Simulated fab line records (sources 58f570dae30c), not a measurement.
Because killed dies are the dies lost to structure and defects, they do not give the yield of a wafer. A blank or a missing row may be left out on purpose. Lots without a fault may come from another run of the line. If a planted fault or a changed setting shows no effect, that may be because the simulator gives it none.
Split-lot study | flow berkeley cmos170 | 5 lots, 23 wafers read, on a route of 331 steps

THE SPLIT
At UCB170_V1_CVD_00 (deposits SiO2 from TEOS/O2, target thk 2000 nm, time 250 s), the setting time s was moved away from the recipe's 250 s on 6 of the 23 wafers read, by -14.3% to -13.5%. For the rest of the wafers, this setting stayed at what the recipe calls for.

There is no step in the file separating the split from the reading.

THE READING
V1_TEOS_THK, in nm, at UCB170_V1_THK_MEAS_01. On this fab line, fault-free wafers typically give 2009 nm with a standard deviation of 29 nm.

wafer  | tool, chamber at the split | time s as run, s | against the recipe | V1_TEOS_THK, nm | against lot-mates on the recipe
L075.2 | pecvd-01, 2                | 250              | recipe             | 1969            | -
L075.3 | pecvd-01, 1                | 216.2            | -13.5%             | 1746            | -253
L075.4 | pecvd-01, 0                | 250              | recipe             | 2029            | -
L075.5 | pecvd-01, 2                | 216.2            | -13.5%             | 1737            | -262
L075.6 | pecvd-01, 1                | 216.2            | -13.5%             | 1763            | -236
L076.1 | pecvd-02, 2                | 250              | recipe             | 2047            | -
L076.2 | pecvd-02, 0                | 250              | recipe             | 2032            | -
L076.4 | pecvd-02, 1                | 250              | recipe             | 2040            | -
L076.5 | pecvd-02, 2                | 250              | recipe             | 2040            | -
L076.6 | pecvd-02, 0                | 250              | recipe             | 2072            | -
L079.1 | pecvd-01, 2                | 250              | recipe             | 1954            | -
L079.4 | pecvd-01, 0                | 250              | recipe             | 1992            | -
L079.6 | pecvd-01, 1                | 250              | recipe             | 2007            | -
L081.1 | pecvd-04, 0                | 214.3            | -14.3%             | 1710            | -296
L081.2 | pecvd-04, 2                | 214.3            | -14.3%             | 1675            | -331
L081.3 | pecvd-04, 1                | 250              | recipe             | 1992            | -
L081.4 | pecvd-04, 1                | 214.3            | -14.3%             | 1736            | -270
L081.5 | pecvd-04, 0                | 250              | recipe             | 2020            | -
L084.1 | pecvd-02, 1                | 250              | recipe             | 2019            | -
L084.2 | pecvd-02, 0                | 250              | recipe             | 2007            | -
L084.3 | pecvd-02, 2                | 250              | recipe             | 2035            | -
L084.5 | pecvd-02, 0                | 250              | recipe             | 2046            | -
L084.6 | pecvd-02, 2                | 250              | recipe             | 2054            | -

THE FIT
A straight line over all 23 wafers: V1_TEOS_THK changes by +21.1 nm for each +1% of time s; r = +0.98; the points scatter about the line by 30 nm.
The same after taking each lot's own level away (the mean of its wafers on the recipe; 23 wafers): +19.8 nm for each +1%; r = +0.99; scatter 22 nm.
Per that fit: largest time s move, reading shift of 2.8e+02 nm.
Across the lots, their own levels run from 1984.3 to 2046.2 nm, a range of 2.1 times the standard deviation given above.
The two slopes agree, so the slope changes little with the lot-to-lot level.
Check: -280 nm against its lot-mates is what the line predicts for one of the wafers moved furthest among these (-14.3%) when that wafer is left out of the fit. Against them it came out at -296 nm.

OTHER SPLITS APPLIED TO THESE WAFERS
These wafers also went through other splits before the reading. Each is held against what the fit with the lots' levels taken away leaves over:
other split on the same wafers   | wafers away from the commonest value | r with V1_TEOS_THK (lot level and that fit taken away)
UCB170_PLDD_SOFTBAKE_02 time s   | 12                                   | -0.15
UCB170_NLDD_PEB_04 peb temp c    | 7                                    | -0.01
UCB170_PSD_PEB_04 peb temp c     | 8                                    | +0.17
UCB170_BACKSIDE_STRIP_03 power w | 10                                   | -0.21
UCB170_M1_PEB_07 peb temp c      | 10                                   | +0.20

THE WHOLE CHAIN: every reading that the file lists as answering this split, in the file's order
step                  | what it does                                               | reading                                                                   | change (the file's fit)              | r (the file's)
UCB170_V1_CVD_00      | deposits SiO2 from TEOS/O2, target thk 2000 nm, time 250 s | SiO2_of_V1_CVD_00.thk nm (the simulator's own value, which no gauge read) | +19.7 nm for each +1% of the setting | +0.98
UCB170_V1_THK_MEAS_01 |                                                            | V1_TEOS_THK                                                               | +19.8 for each +1% of the setting    | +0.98

THE FILE'S OWN FIT
V1_TEOS_THK changes by +19.8 nm for each +1% of time s, r = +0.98.
